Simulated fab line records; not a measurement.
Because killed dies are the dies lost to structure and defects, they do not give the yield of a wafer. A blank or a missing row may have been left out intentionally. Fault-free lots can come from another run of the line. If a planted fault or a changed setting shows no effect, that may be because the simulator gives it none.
Which tool was responsible? | flow ritCmos | 42 wafers from 14 lots sampled at 2 of the route's 202 steps

== WHAT THE GAUGES READ, wafer by wafer ==
RIT_ACTIVE_THK_MEAS_02. Usual: ACTIVE_OXIDE_THK 46.8 nm, standard deviation 0.9.
lot  | measured    | on           | ACTIVE_OXIDE_THK (nm)         | flag
L769 | day 1 12:56 | filmMetro-04 | 47.7 47.5 47.4                | 
L770 | day 1 20:02 | filmMetro-04 | 46.6 45.3 45.9                | 
L771 | day 1 22:03 | filmMetro-01 | 46.2 46.5 46.3                | 
L772 | day 2 03:04 | filmMetro-03 | 47.5 46.4 45.5                | 
L773 | day 2 08:08 | filmMetro-01 | 47.6 47.6 48.2                | 
L774 | day 2 13:04 | filmMetro-04 | 46.4 46.0 47.0                | 
L775 | day 2 18:04 | filmMetro-04 | 28.8 28.1 27.6 28.8 28.1 27.6 | OFF
L776 | day 2 23:03 | filmMetro-01 | 46.2 47.2 46.8                | 
L777 | day 3 04:03 | filmMetro-03 | 47.8 47.1 48.6                | 
L778 | day 3 09:03 | filmMetro-04 | 45.3 46.1 45.8                | 
L779 | day 3 14:03 | filmMetro-04 | 29.3 29.7 30.9 29.3 29.7 30.9 | OFF
L784 | day 4 15:03 | filmMetro-01 | 47.6 48.3 47.1                | 
L791 | day 6 02:04 | filmMetro-04 | 46.4 46.6 46.6                | 
L792 | day 6 07:04 | filmMetro-01 | 47.7 48.5 47.3                | 

== WHICH TOOL RAN EACH LOT (tool, then ch and the chambers of the sampled wafers, then the start) ==
lot  | RIT_ACTIVE_OXIDATION_01
L769 | furnace-02 ch 0, day 1 11:00
L770 | furnace-02 ch 0, day 1 18:06
L771 | furnace-02 ch 0, day 1 20:07
L772 | furnace-03 ch 0, day 2 01:07
L773 | furnace-02 ch 0, day 2 06:11
L774 | furnace-03 ch 0, day 2 11:07
L775 | furnace-03 ch 0, day 2 16:07
L776 | furnace-02 ch 0, day 2 21:07
L777 | furnace-01 ch 0, day 3 02:07
L778 | furnace-02 ch 0, day 3 07:07
L779 | furnace-03 ch 0, day 3 12:07
L784 | furnace-01 ch 0, day 4 13:07
L791 | furnace-03 ch 0, day 6 00:07
L792 | furnace-01 ch 0, day 6 05:07
- RIT_ACTIVE_OXIDATION_01: target thk 46.8 nm, ox time 3360 s.

== WHAT THE TOOLS THEMSELVES READ (means of the sampled wafers that have a number; where no wafer has one, the mark that the record gives instead) ==
RIT_ACTIVE_OXIDATION_01. Usual: oxTempCMax 1006.1, standard deviation 1.2; spikeTcLoadC 1030.0 C, standard deviation 1.7; zonePowerLoadPct 34.4 %, standard deviation 1.8.
lot  | tool       | oxTempCMax | spikeTcLoadC (C) | zonePowerLoadPct (%) | flag
L769 | furnace-02 | 1006.5     | 1030.3           | 35.4                 | 
L770 | furnace-02 | 1006.4     | 1031.0           | 35.2                 | 
L771 | furnace-02 | 1005.7     | 1030.3           | 35.0                 | 
L772 | furnace-03 | 1007.0     | 1030.3           | 35.9                 | 
L773 | furnace-02 | 1006.6     | 1031.5           | 34.8                 | 
L774 | furnace-03 | 1006.7     | 1030.4           | 36.0                 | 
L775 | furnace-03 | 1007.3     | 1031.4           | 35.7                 | 
L776 | furnace-02 | 1005.3     | 1030.9           | 35.3                 | 
L777 | furnace-01 | 1006.5     | 1028.1           | 31.6                 | 
L778 | furnace-02 | 1005.6     | 1030.3           | 35.2                 | 
L779 | furnace-03 | 1006.0     | 1031.5           | 36.0                 | 
L784 | furnace-01 | 1006.1     | 1027.3           | 31.4                 | 
L791 | furnace-03 | 1006.4     | 1032.0           | 35.3                 | 
L792 | furnace-01 | 1005.1     | 1026.9           | 31.2                 | 

== THE ANSWER, worked out from the rows above alone ==
Rule: lot off if the mean of its wafers having a number is beyond 3 standard deviations from the usual mean. Also off: a lot with no number at a reading for which 4 or more lots have one. Any other lot the step has rows for is counted as sound. The gauges are gone through in route order, then the tools' own readings, and for those a lot's mean is taken as printed above. At the first step where some lot is off, the reading lying furthest off is the one used; lots without a number count as furthest.
Off: L775, L779, seen at RIT_ACTIVE_THK_MEAS_02 (ACTIVE_OXIDE_THK).
A tool fits if, at a process step before that reading, it ran every lot that is off, and no sound lot after the first of them. Gauges at RIT_ACTIVE_THK_MEAS_02: tried the same way as those tools. None of those tried fits.

== WHAT THE SIMULATOR HAD PUT IN ==
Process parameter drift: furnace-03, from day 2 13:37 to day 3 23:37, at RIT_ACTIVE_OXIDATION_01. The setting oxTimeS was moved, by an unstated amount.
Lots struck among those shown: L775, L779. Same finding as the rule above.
